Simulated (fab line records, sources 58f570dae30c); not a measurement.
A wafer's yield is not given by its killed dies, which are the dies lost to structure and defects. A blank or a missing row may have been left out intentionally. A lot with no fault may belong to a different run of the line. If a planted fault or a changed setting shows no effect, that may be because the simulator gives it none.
What tool caused it? || flow berkeley-cmos170 || 48 wafers from 16 lots sampled at 5 of the route's 331 steps

== WHAT THE GAUGES SHOWED, per wafer ==
UCB170_PVT_TW_MEAS_09.
{"lot": "L325", "measured": "day 5 17:31", "on": "film-metro-03", "PVT_TW": "502 502 503"}
{"lot": "L326", "measured": "day 5 23:10", "on": "film-metro-01", "PVT_TW": "517 519 519"}
{"lot": "L327", "measured": "day 5 23:28", "on": "film-metro-03", "PVT_TW": "501 504 505"}
{"lot": "L329", "measured": "day 6 08:10", "on": "film-metro-04", "PVT_TW": "518 520 518"}
{"lot": "L328", "measured": "day 6 21:03", "on": "film-metro-03", "PVT_TW": "505 503 501"}
{"lot": "L330", "measured": "day 6 21:19", "on": "film-metro-03", "PVT_TW": "504 503 507"}
{"lot": "L331", "measured": "day 7 06:17", "on": "film-metro-01", "PVT_TW": "517 519 519"}
{"lot": "L332", "measured": "day 7 06:28", "on": "film-metro-04", "PVT_TW": "515 513 516"}
{"lot": "L333", "measured": "day 7 17:07", "on": "film-metro-01", "PVT_TW": "523 517 517"}
{"lot": "L334", "measured": "day 7 22:53", "on": "film-metro-03", "PVT_TW": "502 503 500"}
{"lot": "L335", "measured": "day 8 07:36", "on": "film-metro-01", "PVT_TW": "517 519 519"}
{"lot": "L337", "measured": "day 8 09:20", "on": "film-metro-04", "PVT_TW": "517 517 519"}
{"lot": "L339", "measured": "day 8 15:34", "on": "film-metro-01", "PVT_TW": "519 518 518"}
{"lot": "L341", "measured": "day 9 05:58", "on": "film-metro-03", "PVT_TW": "507 505 508"}
{"lot": "L342", "measured": "day 9 17:03", "on": "film-metro-01", "PVT_TW": "515 517 517"}
{"lot": "L343", "measured": "day 9 17:34", "on": "film-metro-04", "PVT_TW": "518 514 514"}

UCB170_PLDD_CD_MEAS_06: target cd 1200 nm.
{"lot": "L325", "measured": "day 6 09:01", "on": "cd-sem-02", "cd-nm (nm)": "1199.2 1198.4 1199.2"}
{"lot": "L326", "measured": "day 6 18:45", "on": "cd-sem-01", "cd-nm (nm)": "1201.7 1200.9 1200.2"}
{"lot": "L327", "measured": "day 6 18:05", "on": "cd-sem-02", "cd-nm (nm)": "1201.7 1200.2 1200.2"}
{"lot": "L329", "measured": "day 6 21:55", "on": "cd-sem-02", "cd-nm (nm)": "1201.3 1200.6 1200.4"}
{"lot": "L328", "measured": "day 7 11:04", "on": "cd-sem-01", "cd-nm (nm)": "1201.4 1200.1 1200.2"}
{"lot": "L330", "measured": "day 7 11:16", "on": "cd-sem-02", "cd-nm (nm)": "1199.3 1199.3 1199.3"}
{"lot": "L331", "measured": "day 7 22:52", "on": "cd-sem-02", "cd-nm (nm)": "1199.4 1198.3 1200.4"}
{"lot": "L332", "measured": "day 7 23:08", "on": "cd-sem-02", "cd-nm (nm)": "1197.7 1197.1 1198.8"}
{"lot": "L333", "measured": "day 8 04:43", "on": "cd-sem-01", "cd-nm (nm)": "1200.6 1199.2 1200.1"}
{"lot": "L334", "measured": "day 8 12:34", "on": "cd-sem-01", "cd-nm (nm)": "1198.9 1199.4 1198.8"}
{"lot": "L335", "measured": "day 8 21:50", "on": "cd-sem-02", "cd-nm (nm)": "1201.6 1201.8 1201.8"}
{"lot": "L337", "measured": "day 8 22:47", "on": "cd-sem-01", "cd-nm (nm)": "1198.5 1200.6 1200.7"}
{"lot": "L339", "measured": "day 9 04:34", "on": "cd-sem-01", "cd-nm (nm)": "1200.2 1201.6 1200.1"}
{"lot": "L341", "measured": "day 10 00:35", "on": "cd-sem-02", "cd-nm (nm)": "1199.1 1198.7 1198.7"}
{"lot": "L342", "measured": "day 10 09:17", "on": "cd-sem-01", "cd-nm (nm)": "1197.7 1197.7 1198.3"}
{"lot": "L343", "measured": "day 10 09:33", "on": "cd-sem-02", "cd-nm (nm)": "1200.3 1200.7 1200.4"}

UCB170_PLDD_OVL_MEAS_07.
{"lot": "L325", "measured": "day 6 09:08", "on": "overlay-01", "PLDD_OVL (nm)": "3 1 4"}
{"lot": "L326", "measured": "day 6 18:52", "on": "overlay-02", "PLDD_OVL (nm)": "-3 -3 4"}
{"lot": "L327", "measured": "day 6 18:10", "on": "overlay-02", "PLDD_OVL (nm)": "-5 8 -2"}
{"lot": "L329", "measured": "day 6 22:02", "on": "overlay-01", "PLDD_OVL (nm)": "5 -5 9"}
{"lot": "L328", "measured": "day 7 11:10", "on": "overlay-01", "PLDD_OVL (nm)": "1 5 10"}
{"lot": "L330", "measured": "day 7 11:23", "on": "overlay-02", "PLDD_OVL (nm)": "12 12 0"}
{"lot": "L331", "measured": "day 7 22:59", "on": "overlay-01", "PLDD_OVL (nm)": "0 0 1"}
{"lot": "L332", "measured": "day 7 23:16", "on": "overlay-02", "PLDD_OVL (nm)": "5 -1 11"}
{"lot": "L333", "measured": "day 8 04:50", "on": "overlay-01", "PLDD_OVL (nm)": "-9 6 6"}
{"lot": "L334", "measured": "day 8 12:40", "on": "overlay-01", "PLDD_OVL (nm)": "4 2 3"}
{"lot": "L335", "measured": "day 8 21:56", "on": "overlay-01", "PLDD_OVL (nm)": "13 8 5"}
{"lot": "L337", "measured": "day 8 22:53", "on": "overlay-02", "PLDD_OVL (nm)": "188 180 183"}
{"lot": "L339", "measured": "day 9 04:40", "on": "overlay-01", "PLDD_OVL (nm)": "181 184 180"}
{"lot": "L341", "measured": "day 10 00:41", "on": "overlay-01", "PLDD_OVL (nm)": "-3 10 0"}
{"lot": "L342", "measured": "day 10 09:24", "on": "overlay-02", "PLDD_OVL (nm)": "184 188 186"}
{"lot": "L343", "measured": "day 10 09:40", "on": "overlay-01", "PLDD_OVL (nm)": "186 182 187"}

UCB170_PLDD_TW_MEAS_11.
{"lot": "L325", "measured": "day 6 09:34", "on": "film-metro-02", "PLDD_TW": "996 996 1001"}
{"lot": "L326", "measured": "day 6 19:19", "on": "film-metro-02", "PLDD_TW": "999 997 1001"}
{"lot": "L327", "measured": "day 6 18:37", "on": "film-metro-04", "PLDD_TW": "1034 1030 1041"}
{"lot": "L329", "measured": "day 6 22:28", "on": "film-metro-01", "PLDD_TW": "1032 1031 1026"}
{"lot": "L328", "measured": "day 7 11:36", "on": "film-metro-01", "PLDD_TW": "1031 1035 1036"}
{"lot": "L330", "measured": "day 7 11:53", "on": "film-metro-02", "PLDD_TW": "993 999 994"}
{"lot": "L331", "measured": "day 7 23:28", "on": "film-metro-01", "PLDD_TW": "1036 1035 1038"}
{"lot": "L332", "measured": "day 7 23:41", "on": "film-metro-02", "PLDD_TW": "999 995 998"}
{"lot": "L333", "measured": "day 8 05:16", "on": "film-metro-01", "PLDD_TW": "1028 1035 1028"}
{"lot": "L334", "measured": "day 8 13:07", "on": "film-metro-04", "PLDD_TW": "1036 1035 1035"}
{"lot": "L335", "measured": "day 8 22:23", "on": "film-metro-02", "PLDD_TW": "999 998 999"}
{"lot": "L337", "measured": "day 8 23:19", "on": "film-metro-04", "PLDD_TW": "1031 1032 1034"}
{"lot": "L339", "measured": "day 9 05:06", "on": "film-metro-01", "PLDD_TW": "1034 1023 1023"}
{"lot": "L341", "measured": "day 10 01:08", "on": "film-metro-02", "PLDD_TW": "1000 1000 1005"}
{"lot": "L342", "measured": "day 10 09:50", "on": "film-metro-04", "PLDD_TW": "1027 1027 1030"}
{"lot": "L343", "measured": "day 10 10:06", "on": "film-metro-01", "PLDD_TW": "1016 1013 1016"}

== EACH LOT AND THE TOOL THAT RAN IT (in order: tool; ch and the chambers of the sampled wafers; start) ==
{"lot": "L325", "UCB170_PLDD_EXPOSE_03": "krf-scanner-01 ch 0, day 6 08:37"}
{"lot": "L326", "UCB170_PLDD_EXPOSE_03": "krf-scanner-01 ch 0, day 6 18:17"}
{"lot": "L327", "UCB170_PLDD_EXPOSE_03": "krf-scanner-02 ch 0, day 6 17:41"}
{"lot": "L329", "UCB170_PLDD_EXPOSE_03": "krf-scanner-02 ch 0, day 6 21:19"}
{"lot": "L328", "UCB170_PLDD_EXPOSE_03": "krf-scanner-01 ch 0, day 7 10:40"}
{"lot": "L330", "UCB170_PLDD_EXPOSE_03": "krf-scanner-02 ch 0, day 7 10:53"}
{"lot": "L331", "UCB170_PLDD_EXPOSE_03": "krf-scanner-01 ch 0, day 7 22:26"}
{"lot": "L332", "UCB170_PLDD_EXPOSE_03": "krf-scanner-01 ch 0, day 7 22:33"}
{"lot": "L333", "UCB170_PLDD_EXPOSE_03": "krf-scanner-02 ch 0, day 8 04:19"}
{"lot": "L334", "UCB170_PLDD_EXPOSE_03": "krf-scanner-01 ch 0, day 8 12:10"}
{"lot": "L335", "UCB170_PLDD_EXPOSE_03": "krf-scanner-01 ch 0, day 8 21:07"}
{"lot": "L337", "UCB170_PLDD_EXPOSE_03": "krf-scanner-01 ch 0, day 8 22:05"}
{"lot": "L339", "UCB170_PLDD_EXPOSE_03": "krf-scanner-01 ch 0, day 9 04:10"}
{"lot": "L341", "UCB170_PLDD_EXPOSE_03": "krf-scanner-02 ch 0, day 9 23:52"}
{"lot": "L342", "UCB170_PLDD_EXPOSE_03": "krf-scanner-01 ch 0, day 10 08:54"}
{"lot": "L343", "UCB170_PLDD_EXPOSE_03": "krf-scanner-01 ch 0, day 10 09:00"}
- UCB170_PLDD_EXPOSE_03: exposes mask PSELECT, target cd 1200 nm.

== AS READ BY THE TOOLS THEMSELVES (means over the sampled wafers that have a number; for cases with no such wafer, the mark the record gives instead) ==
UCB170_PLDD_EXPOSE_03.
{"lot": "L325", "tool": "krf-scanner-01", "exposure-dose-mJ-cm2": 29.971}
{"lot": "L326", "tool": "krf-scanner-01", "exposure-dose-mJ-cm2": 30.035}
{"lot": "L327", "tool": "krf-scanner-02", "exposure-dose-mJ-cm2": 29.966}
{"lot": "L329", "tool": "krf-scanner-02", "exposure-dose-mJ-cm2": 29.972}
{"lot": "L328", "tool": "krf-scanner-01", "exposure-dose-mJ-cm2": 29.967}
{"lot": "L330", "tool": "krf-scanner-02", "exposure-dose-mJ-cm2": 30.000}
{"lot": "L331", "tool": "krf-scanner-01", "exposure-dose-mJ-cm2": 29.991}
{"lot": "L332", "tool": "krf-scanner-01", "exposure-dose-mJ-cm2": 29.986}
{"lot": "L333", "tool": "krf-scanner-02", "exposure-dose-mJ-cm2": 29.971}
{"lot": "L334", "tool": "krf-scanner-01", "exposure-dose-mJ-cm2": 30.005}
{"lot": "L335", "tool": "krf-scanner-01", "exposure-dose-mJ-cm2": 29.994}
{"lot": "L337", "tool": "krf-scanner-01", "exposure-dose-mJ-cm2": 29.980}
{"lot": "L339", "tool": "krf-scanner-01", "exposure-dose-mJ-cm2": 30.021}
{"lot": "L341", "tool": "krf-scanner-02", "exposure-dose-mJ-cm2": 30.009}
{"lot": "L342", "tool": "krf-scanner-01", "exposure-dose-mJ-cm2": 29.991}
{"lot": "L343", "tool": "krf-scanner-01", "exposure-dose-mJ-cm2": 30.025}

== THE ANSWER, worked out from the rows above alone ==
Rule: what is usual is taken from the lots themselves. Put in order of their means at a reading, lots are off if they are a third of the lots or fewer, leave a main group of 4 or more, and stand apart from it by a gap of 3 or more times the standard deviation of the main group's means; of several such gaps the widest counts. Not used: any main group whose means are identical at the precision the tables above print for the reading. A lot without any number at a reading at which 4 lots or more have one is off too. Where the step has rows for the other lots, those lots are counted as sound. The gauges are gone through in route order, then the tools' own readings, and for those a lot's mean is taken as printed above. At the first step where some lot is off, the reading lying furthest off is the one used; lots without a number count as furthest.
Off: L337, L339, L342, L343, at UCB170_PLDD_OVL_MEAS_07 (PLDD_OVL). For the main group the mean is 3 nm and the standard deviation 2.9.
If a tool, at a process step before that reading, ran all the lots that are off and no sound lot after the first of them, it fits. Gauges at UCB170_PLDD_OVL_MEAS_07: tried the same way as those tools. One fits: UCB170_PLDD_EXPOSE_03 on krf-scanner-01. A fault onset in the window from L335 (day 8 21:07, its last sound lot) to L337 (day 8 22:05, its first lot off) fits.

== WHAT WAS PUT IN BY THE SIMULATOR ==
Scanner matching overlay: krf-scanner-01, from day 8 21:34 on, at UCB170_PLDD_EXPOSE_03. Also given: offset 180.
Shown lots that were struck: L337, L339, L342, L343. Same finding as the rule above.
